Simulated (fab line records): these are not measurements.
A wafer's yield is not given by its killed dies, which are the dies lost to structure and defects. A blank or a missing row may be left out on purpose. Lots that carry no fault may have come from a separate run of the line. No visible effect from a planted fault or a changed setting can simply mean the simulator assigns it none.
fab line records | flow berkeley_cmos170
[record] lots = 15 wafers = 45 last_day = 13
route steps=331 shown ZERO@13 GATE@140 M3@328
lots that met no fault: from a run of the same line without faults
start_h: the number of hours between the record's first day and the start of the first shown wafer of the lot | wait_h: time in hours since the lot's previous step | " identical to the entry in the row above | L1.1+2: a row that stands for several wafers | - no value, or no start given | * or withheld: withheld | < > ~ a bound
route shown NAME@n: names a module that has steps shown in the file, with the first one's number in the route | usual: average and standard deviation across the fault-free wafers | same: alike in all rows | chamber/n: place in a boat | sites: per-site readings | _std_site: the standard deviation of these | _edge_site: mean of outer sites minus mean of inner sites | radius_mm: how far each site lies from the wafer's centre | mask NAME#n: copy n | behind: tool/chamber where the wafer was last shaped | hold: what put the lot on hold/how long, in hours/how the hold closed | device: which transistor (n, p or np) failed to switch | end of line: tests run on the same wafers once the route is complete | step lacking rows: just its recipe | killed: dies that structure and defects cost at the first sort, which is not the same as the wafer's yield | map: shows each die of a wafer: x if killed, . if not, _ if none is there
set.NAME: setting as actually run; set.NAME@STEP: the setting as run at that earlier step | model.NAME: the simulator's own value behind a step, which no gauge read
steps of the route over a sample of lots; a table a step, a row a wafer
services: from which hour (start_h, from the record's first day; less than 0 if before it) a tool's chamber was out of use, for how many hours, and why
[[steps]]
[step UCB170_ZERO_STRIP_07]
[recipe] chemistry = O2 power_w = 400 pressure_mtorr = 3500 platen_temp_c = withheld o2_flow_sccm = 400 overash_fraction = 0.5
[usual] chamber_pressure_mTorr = 3500/3.1 drypump_motor_current_A = 5.9/0.42 oes_product_au = 0.727/0.0048 strip_time_to_endpoint_s = 21.48/0.074
// columns lot.wafer tool chamber start_h wait_h chamber_pressure_mTorr drypump_motor_current_A oes_product_au rf_hours_counter_h strip_time_to_endpoint_s
L141.2 plasma_asher-04 1 24.73 0.0 3501 5.6 0.728 23 21.56
L141.3 " 0 " " 3498 5.8 0.724 - 21.56
L141.5 " 1 " " 3499 5.7 0.722 - 21.55
L142.2 plasma_asher-04 0 26.73 0.0 3504 5.8 0.735 23 21.55
L142.5 " 1 " " 3498 5.7 0.720 - 21.52
L142.6 " 0 " " 3499 5.8 0.724 - 21.47
L143.2 plasma_asher-04 0 28.40 0.0 3493 5.8 0.728 23 21.52
L143.3 " 1 " " 3503 5.6 0.724 - 21.44
L143.5 " 0 " " 3503 5.8 0.732 - 21.49
L144.1 plasma_asher-04 1 34.27 0.0 3497 5.6 0.728 24 21.60
L144.2 " 0 " " 3505 5.8 0.721 24 21.46
L144.6 " 0 " " 3497 5.8 0.724 - 21.46
L145.2 plasma_asher-02 0 46.43 0.0 3505 6.5 0.725 30 21.45
L145.4 " 1 " " 3500 5.7 0.723 - 21.49
L145.5 " 1 " " 3497 5.7 0.731 - 21.46
L146.1 plasma_asher-01 1 46.71 0.0 3497 6.4 0.724 21 21.61
L146.2 " 0 " " 3499 5.3 0.735 21 21.63
L146.5 " 1 " " 3494 6.4 0.730 - 21.60
L148.1 plasma_asher-01 0 58.38 0.0 3502 5.3 0.727 23 21.47
L148.3 " 1 " " 3505 6.5 0.716 - 21.46
L148.5 " 0 " " 3503 5.3 0.727 - 21.47
L149.2 plasma_asher-01 0 69.90 0.0 3502 5.3 0.731 24 21.57
L149.5 " 1 " " 3500 6.4 0.727 - 21.60
L149.6 " 0 " " 3498 5.3 0.729 - 21.56
L150.2 plasma_asher-02 0 70.02 0.0 3498 6.5 0.727 32 21.45
L150.4 " 0 " " 3500 6.5 0.723 - 21.46
L150.6 " 0 " " 3500 6.5 0.735 - 21.44
L151.2 plasma_asher-04 0 77.43 0.0 3497 5.8 0.726 28 21.41
L151.5 " 0 " " 3500 5.8 0.722 - 21.36
L151.6 " 1 " " 3497 5.6 0.722 - 21.45
L152.2 plasma_asher-01 0 77.68 0.0 3500 5.3 0.727 25 21.47
L152.3 " 0 " " 3501 5.3 0.725 - 21.45
L152.4 " 1 " " 3496 6.4 0.721 - 21.48
L153.1 plasma_asher-02 1 85.24 0.0 3505 5.7 0.718 35 21.45
L153.3 " 1 " " 3499 5.8 0.726 - 21.46
L153.4 " 0 " " 3497 6.5 0.723 - 21.47
L154.2 plasma_asher-02 0 85.68 0.0 3502 6.5 0.721 35 21.54
L154.4 " 1 " " 3496 5.7 0.731 - 21.61
L154.6 " 0 " " 3501 6.5 0.738 - 21.51
L163.2 plasma_asher-04 0 134.24 0.0 3500 5.8 0.726 38 21.39
L163.3 " 1 " " 3498 5.7 0.730 - 21.40
L163.6 " 0 " " 3504 5.8 0.730 - 21.41
L164.2 plasma_asher-04 0 140.33 0.0 3499 5.8 0.725 39 21.41
L164.5 " 1 " " 3498 5.7 0.721 - 21.36
L164.6 " 0 " " 3496 5.8 0.733 - 21.35
[step UCB170_GATE_ETCH_14]
[recipe] chemistry = N2/H2 target_depth_a = withheld overetch_a = withheld target = BARC time_s = withheld source_w = 500 bias_w = 100 pressure_mtorr = 30 n2_flow_sccm = 100 h2_flow_sccm = 200
[usual] bias_w = 100.0/0.34 chamber_pressure_mTorr = 30.000/0.025 drypump_motor_current_A = 5.5/0.39 oes_product_au = 1.006/0.016 throttle_valve_pct = 13.27/0.22
// columns lot.wafer tool chamber start_h wait_h bias_w chamber_pressure_mTorr drypump_motor_current_A oes_product_au throttle_valve_pct
L141.2 rie_diel-04 2 144.06 0.0 99.9 30.010 6.5 1.014 13.71
L141.3 " 1 " " 99.9 29.980 5.7 1.001 13.14
L141.5 " 2 " " 100.4 30.056 6.5 1.007 13.71
L142.2 rie_diel-03 2 164.11 0.0 100.2 29.999 5.0 1.023 13.29
L142.5 " 1 " " 100.1 30.026 5.7 1.025 13.31
L142.6 " 2 " " 100.7 29.985 5.0 1.017 13.30
L143.2 rie_diel-01 1 164.39 0.0 100.4 29.990 5.6 1.003 13.10
L143.3 " 3 " " 99.5 29.970 4.9 1.012 13.59
L143.5 " 2 " " 100.0 30.027 5.2 0.987 13.47
L146.1 rie_diel-01 2 173.82 0.0 100.2 29.992 5.1 0.973 13.45
L146.2 " 3 " " 100.1 30.026 4.9 1.006 13.60
L146.5 " 2 " " 99.8 30.015 5.1 0.976 13.46
L144.1 rie_diel-01 1 173.98 0.0 100.8 29.977 5.6 0.992 13.12
L144.2 " 0 " " 99.5 30.016 5.7 1.007 12.99
L144.6 " 1 " " 100.4 29.966 5.6 1.002 13.11
L145.2 rie_diel-03 1 174.16 0.0 99.7 29.974 5.7 1.033 13.29
L145.4 " 3 " " 100.7 30.026 5.8 0.987 13.07
L145.5 " 2 " " 100.3 30.029 5.0 1.013 13.28
L148.1 rie_diel-03 0 195.74 0.0 99.5 29.955 5.4 1.032 13.29
L148.3 " 3 " " 100.1 29.971 5.8 0.997 13.06
L148.5 " 1 " " 99.7 29.984 5.7 1.032 13.31
L151.2 rie_diel-03 3 214.56 0.0 100.2 30.010 5.8 0.992 13.07
L151.5 " 0 " " 100.1 29.997 5.4 1.025 13.28
L151.6 " 1 " " 100.4 30.004 5.7 1.024 13.32
L154.2 rie_diel-01 2 214.62 0.0 - - - - -
L154.4 " 1 " " - - - - -
L154.6 " 2 " " - - - - -
L149.2 rie_diel-03 0 214.74 0.0 100.0 30.040 5.4 1.040 13.29
L149.5 " 3 " " 100.1 29.990 5.8 1.004 13.06
L149.6 " 0 " " 99.6 30.017 5.4 1.026 13.29
L152.2 rie_diel-04 3 214.84 0.0 - - - - -
L152.3 " 1 " " - - - - -
L152.4 " 2 " " - - - - -
L150.2 rie_diel-01 0 214.96 0.0 99.8 30.006 5.7 0.993 13.01
L150.4 " 2 " " 100.2 29.996 5.1 0.974 13.45
L150.6 " 2 " " 100.6 30.029 5.2 0.973 13.43
L153.1 rie_diel-03 1 215.16 0.0 - - - - -
L153.3 " 0 " " - - - - -
L153.4 " 2 " " - - - - -
L164.2 rie_diel-04 3 264.30 0.0 100.7 29.957 5.7 0.988 13.51
L164.5 " 1 " " 100.1 30.039 5.7 1.002 13.15
L164.6 " 0 " " 99.6 30.035 5.5 1.006 12.97
L163.2 rie_diel-03 1 264.53 0.0 100.1 29.967 5.7 1.037 13.29
L163.3 " 3 " " 99.8 30.014 5.8 0.983 13.06
L163.6 " 0 " " 100.4 29.997 5.4 1.024 13.29
[step UCB170_GATE_ETCH_15]
[recipe] chemistry = HBr/Cl2 target = poly-Si stop_on = SiO2 over_etch_frac = 0.3 icp_w = 300 bias_w = 150 time_s = 56.3 pressure_mtorr = 15 HBr_flow_sccm = 150 Cl2_flow_sccm = 50 target_depth_a = 2782
[usual] HBr_flow_sccm = 150.0/0.43 bias_w = 150.1/0.46 chamber_pressure_mTorr = 15.002/0.013 drypump_motor_current_A = 5.9/0.53 oes_product_au = 0.830/0.011 throttle_valve_pct = 26.49/0.25
// columns lot.wafer tool chamber start_h wait_h HBr_flow_sccm bias_w chamber_pressure_mTorr drypump_motor_current_A oes_product_au rf_hours_counter_h throttle_valve_pct
L141.2 rie_si-01 3 144.10 - 149.6 150.4 15.001 5.9 0.837 1 26.08
L141.3 " 0 " " 149.9 150.4 15.027 4.9 0.822 0 26.87
L141.5 " 0 " " 150.1 149.5 14.981 4.9 0.832 - 26.87
L142.2 rie_si-01 3 164.16 - 149.2 149.4 15.019 5.9 0.851 1 26.10
L142.5 " 1 " " 150.2 149.9 15.007 6.1 0.829 - 26.31
L142.6 " 0 " " 150.2 149.4 15.007 4.9 0.825 - 26.88
L143.2 rie_si-02 0 164.43 - 149.3 149.5 14.995 6.4 0.840 42 26.62
L143.3 " 3 " " 150.2 150.4 15.007 6.2 0.819 45 26.14
L143.5 " 0 " " 148.9 149.5 14.992 6.4 0.835 - 26.61
L146.1 rie_si-01 2 173.87 - 149.8 149.3 14.996 6.3 0.823 0 26.57
L146.2 " 0 " " 150.4 150.3 15.007 4.9 0.835 1 26.87
L146.5 " 0 " " 150.7 150.2 15.001 4.9 0.833 - 26.86
L144.1 rie_si-02 0 174.03 - 150.4 150.1 15.002 6.4 0.841 42 26.61
L144.2 " 1 " " 150.4 149.3 15.013 5.7 0.838 1 26.66
L144.6 " 1 " " 149.9 150.6 15.006 5.8 0.828 - 26.67
L145.2 rie_si-01 3 174.20 - 150.0 149.0 15.027 6.0 0.819 1 26.09
L145.4 " 1 " " 149.9 149.3 14.991 6.2 0.822 14 26.33
L145.5 " 2 " " 150.6 149.7 14.993 6.3 0.816 - 26.59
L148.1 rie_si-01 0 195.78 - 150.1 149.4 15.013 4.9 0.818 1 26.87
L148.3 " 3 " " 149.4 151.1 14.999 6.0 0.835 1 26.11
L148.5 " 1 " " 150.0 150.3 14.977 6.1 0.809 - 26.33
L151.2 rie_si-01 2 214.61 - 149.8 149.9 14.997 6.3 0.822 0 26.59
L151.5 " 2 " " 150.1 150.0 14.992 6.3 0.823 - 26.58
L151.6 " 1 " " 149.8 150.1 15.005 6.1 0.813 - 26.31
L154.2 rie_si-02 0 214.66 - 150.9 150.6 15.011 6.4 0.272 42 26.62
L154.4 " 1 " " 149.7 149.8 14.994 5.7 0.273 1 26.66
L154.6 " 2 " " 149.5 150.2 15.005 5.1 0.270 - 26.55
L149.2 rie_si-01 3 214.78 - 150.1 150.4 15.002 6.0 0.843 1 26.09
L149.5 " 2 " " 149.3 150.6 15.017 6.3 0.814 - 26.58
L149.6 " 1 " " 150.1 150.4 14.987 6.1 0.816 - 26.31
L152.2 rie_si-02 1 214.88 - 150.4 148.8 15.014 5.7 0.282 1 26.65
L152.3 " 3 " " 150.0 150.1 14.999 6.1 0.264 46 26.14
L152.4 " 0 " " 150.5 150.3 14.997 6.4 0.274 42 26.63
L150.2 rie_si-01 2 215.00 - 149.9 150.5 15.009 6.3 0.838 0 26.58
L150.4 " 0 " " 151.1 150.2 15.003 4.9 0.836 1 26.87
L150.6 " 1 " " 150.3 150.0 15.003 6.1 0.827 - 26.32
L153.1 rie_si-02 3 215.20 - 149.8 149.8 14.992 6.1 0.273 46 26.12
L153.3 " 2 " " 149.7 149.6 15.000 5.1 0.258 53 26.58
L153.4 " 0 " " 150.0 150.7 15.035 6.4 0.274 43 26.62
L164.2 rie_si-01 2 264.34 - 150.1 150.7 15.014 6.3 0.827 1 26.58
L164.5 " 2 " " 149.2 149.9 14.986 6.3 0.833 - 26.59
L164.6 " 3 " " 150.1 150.1 14.986 6.0 0.835 - 26.10
L163.2 rie_si-02 3 264.57 - 149.8 150.4 15.002 6.2 0.824 46 26.15
L163.3 " 1 " " 149.8 150.5 15.000 5.7 0.852 1 26.67
L163.6 " 3 " " 149.8 150.5 15.021 6.2 0.832 - 26.14
[step UCB170_GATE_CD_MEAS_90]
[recipe] target_cd_nm = 350
[usual] cd_nm = 350.4/1.6
// columns lot.wafer tool chamber start_h wait_h cd_nm
L141.2 cd_sem-01 - 144.36 0.2 350.0
L141.3 " - " " 350.7
L141.5 " - " " 350.5
L142.2 cd_sem-02 - 164.32 0.1 351.7
L142.5 " - " " 352.9
L142.6 " - " " 351.9
L143.2 cd_sem-01 - 164.60 0.1 349.4
L143.3 " - " " 347.4
L143.5 " - " " 349.5
L146.1 cd_sem-01 - 174.01 0.1 348.0
L146.2 " - " " 347.3
L146.5 " - " " 348.9
L144.1 cd_sem-02 - 174.17 0.1 353.3
L144.2 " - " " 351.5
L144.6 " - " " 352.5
L145.2 cd_sem-01 - 174.37 0.1 355.2
L145.4 " - " " 351.3
L145.5 " - " " 352.9
L148.1 cd_sem-02 - 195.93 0.1 350.5
L148.3 " - " " 348.4
L148.5 " - " " 349.6
L151.2 cd_sem-02 - 214.77 0.1 349.7
L151.5 " - " " 350.2
L151.6 " - " " 349.3
L154.2 cd_sem-02 - 214.89 0.2 -
L154.4 " - " " -
L154.6 " - " " -
L149.2 cd_sem-01 - 214.95 0.1 350.8
L149.5 " - " " 349.7
L149.6 " - " " 351.2
L152.2 cd_sem-01 - 215.07 0.1 -
L152.3 " - " " -
L152.4 " - " " -
L150.2 cd_sem-01 - 215.19 0.1 350.6
L150.4 " - " " 350.7
L150.6 " - " " 352.2
L153.1 cd_sem-02 - 215.35 0.1 -
L153.3 " - " " -
L153.4 " - " " -
L164.2 cd_sem-01 - 264.51 0.1 348.9
L164.5 " - " " 349.4
L164.6 " - " " 349.4
L163.2 cd_sem-01 - 264.74 0.1 349.2
L163.3 " - " " 349.3
L163.6 " - " " 350.8
[step UCB170_M3_STRIP_19]
[recipe] chemistry = O2 power_w = 400 pressure_mtorr = 3500 platen_temp_c = withheld o2_flow_sccm = 400 overash_fraction = 0.5
[usual] chamber_pressure_mTorr = 3500/3.1 drypump_motor_current_A = 5.7/0.35 oes_product_au = 0.542/0.016
// columns lot.wafer tool chamber start_h wait_h chamber_pressure_mTorr drypump_motor_current_A oes_product_au rf_hours_counter_h
L141.2 plasma_asher-04 1 187.67 0.1 3501 5.6 0.566 45
L141.3 " 0 " " 3500 5.8 0.551 -
L141.5 " 1 " " 3498 5.7 0.550 -
L143.2 plasma_asher-03 0 200.99 0.1 3502 5.8 0.572 42
L143.3 " 0 " " 3494 5.8 0.536 -
L143.5 " 1 " " 3502 5.1 0.564 -
L142.2 plasma_asher-03 1 203.09 0.1 3501 5.1 0.556 43
L142.5 " 1 " " 3502 5.1 0.551 -
L142.6 " 0 " " 3497 5.8 0.564 -
L146.1 plasma_asher-04 1 208.68 0.1 3500 5.7 0.569 47
L146.2 " 0 " " 3499 5.8 0.553 47
L146.5 " 1 " " 3504 5.6 0.567 -
L144.1 plasma_asher-03 0 209.76 0.1 3497 5.8 0.519 43
L144.2 " 1 " " 3502 5.1 0.544 43
L144.6 " 0 " " 3502 5.8 0.539 -
L145.2 plasma_asher-04 0 212.11 0.1 3501 5.8 0.582 47
L145.4 " 0 " " 3501 5.8 0.546 -
L145.5 " 0 " " 3502 5.8 0.577 -
L148.1 plasma_asher-04 0 236.54 0.1 3501 5.8 0.516 49
L148.3 " 0 " " 3500 5.8 0.515 -
L148.5 " 1 " " 3497 5.7 0.512 -
L149.2 plasma_asher-04 1 259.43 0.1 3499 5.6 0.563 52
L149.5 " 0 " " 3499 5.8 0.543 -
L149.6 " 1 " " 3497 5.6 0.574 -
L151.2 plasma_asher-03 0 260.79 0.2 3501 5.8 0.540 49
L151.5 " 0 " " 3497 5.8 0.550 -
L151.6 " 1 " " 3501 5.1 0.531 -
L150.2 plasma_asher-02 0 261.89 0.2 3496 6.5 0.527 17
L150.4 " 0 " " 3502 6.4 0.527 -
L150.6 " 0 " " 3501 6.4 0.543 -
L164.2 plasma_asher-04 0 301.51 0.1 3503 5.8 0.553 56
L164.5 " 1 " " 3501 5.6 0.556 -
L164.6 " 0 " " 3508 5.8 0.532 -
L163.2 plasma_asher-04 0 301.92 0.1 3501 5.8 0.529 56
L163.3 " 1 " " 3500 5.6 0.524 -
L163.6 " 0 " " 3504 5.8 0.529 -
[step UCB170_M3_BOW_MEAS_20]
[recipe] mode = bow
[usual] M3_BOW = 36/6.9
// columns lot.wafer tool chamber start_h wait_h M3_BOW[um]
L141.2 film_metro-02 - 187.91 0.1 31
L141.3 " - " " 34
L141.5 " - " " 41
L143.2 film_metro-02 - 201.23 0.1 43
L143.3 " - " " 44
L143.5 " - " " 45
L142.2 film_metro-02 - 203.33 0.1 23
L142.5 " - " " 28
L142.6 " - " " 44
L146.1 film_metro-04 - 208.90 0.1 41
L146.2 " - " " 21
L146.5 " - " " 28
L144.1 film_metro-03 - 209.98 0.1 41
L144.2 " - " " 36
L144.6 " - " " 38
L145.2 film_metro-03 - 212.35 0.1 28
L145.4 " - " " 41
L145.5 " - " " 52
L148.1 film_metro-04 - 236.76 0.1 41
L148.3 " - " " 36
L148.5 " - " " 36
L149.2 film_metro-04 - 259.67 0.1 43
L149.5 " - " " 37
L149.6 " - " " 39
L151.2 film_metro-04 - 261.08 0.1 50
L151.5 " - " " 39
L151.6 " - " " 38
L150.2 film_metro-02 - 262.13 0.1 39
L150.4 " - " " 34
L150.6 " - " " 50
L164.2 film_metro-02 - 301.75 0.1 32
L164.5 " - " " 42
L164.6 " - " " 38
L163.2 film_metro-02 - 302.16 0.1 32
L163.3 " - " " 37
L163.6 " - " " 36
[[services]]
// columns tool chamber start_h hours kind
rie_diel-03 0 3.43 1.7 repair
rie_diel-01 - 5.38 0.1 repair
rie_si-01 - 7.85 0.1 repair
rie_diel-03 3 17.97 6.4 repair
plasma_asher-02 - 57.21 0.5 repair
rie_diel-01 0 58.27 4.0 repair
rie_si-01 - 66.73 0.2 repair
rie_diel-01 0 102.81 1.3 repair
plasma_asher-02 - 108.75 9.0 pm
plasma_asher-02 - 115.20 1.8 repair
rie_diel-03 1 137.00 8.5 repair
rie_si-01 3 147.33 13.8 repair
plasma_asher-02 - 148.27 2.3 repair
plasma_asher-02 - 176.38 2.2 repair
plasma_asher-02 - 179.10 6.4 repair
rie_si-01 - 196.80 0.6 repair
plasma_asher-04 - 217.16 7.8 repair
rie_si-02 - 222.40 0.1 repair
plasma_asher-04 - 226.76 2.8 pm
rie_diel-03 - 234.18 0.5 repair
rie_si-01 3 236.13 4.9 repair
rie_si-01 - 245.50 0.7 repair
rie_si-02 0 267.82 4.1 repair
rie_diel-03 3 271.90 6.0 repair
[[key]]
[first_sign] step = UCB170_GATE_ETCH_14 reading = tool_record direction = missing
[effect] step = UCB170_GATE_ETCH_15 reading = oes_product_au direction = down sigmas = 53 usual = 0.830 struck = 0.271
[effect] step = UCB170_GATE_CD_MEAS_90 reading = cd_nm direction = missing
met_at UCB170_GATE_ETCH_14
struck_lots L152,L153,L154
later_rows_left_out L152.2,L152.3,L152.4,L153.1,L153.3,L153.4,L154.2,L154.4,L154.6
sort_left_out L152.2,L152.3,L152.4,L153.1,L153.3,L153.4,L154.2,L154.4,L154.6
tester_left_out L152,L153,L154
not_acting_at UCB170_ZERO_STRIP_07,UCB170_M3_STRIP_19,UCB170_M3_BOW_MEAS_20
onset_between 214.56 214.62
[fault] kind = skipped_step_whole tool = rie_diel-01,rie_diel-03,rie_diel-04 chamber = - onset_h = 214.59 steps = UCB170_GATE_ETCH_14 scope = struck_lots_only
// tester_left_out: of these lots the tester's yield and bins aren't shown, on N5 and GAA mostly nor the transistor test; their killed dies are dies lost to structure and defects alone, not to doping, threshold or leakage, so they don't give the yield
// sort_left_out: the simulated sort isn't trusted on such a fault, so these wafers' sort isn't shown, and their yield isn't known
// later_rows_left_out: the simulator's readings of these wafers behind a module that went badly wrong aren't trusted and aren't shown, but for the sort
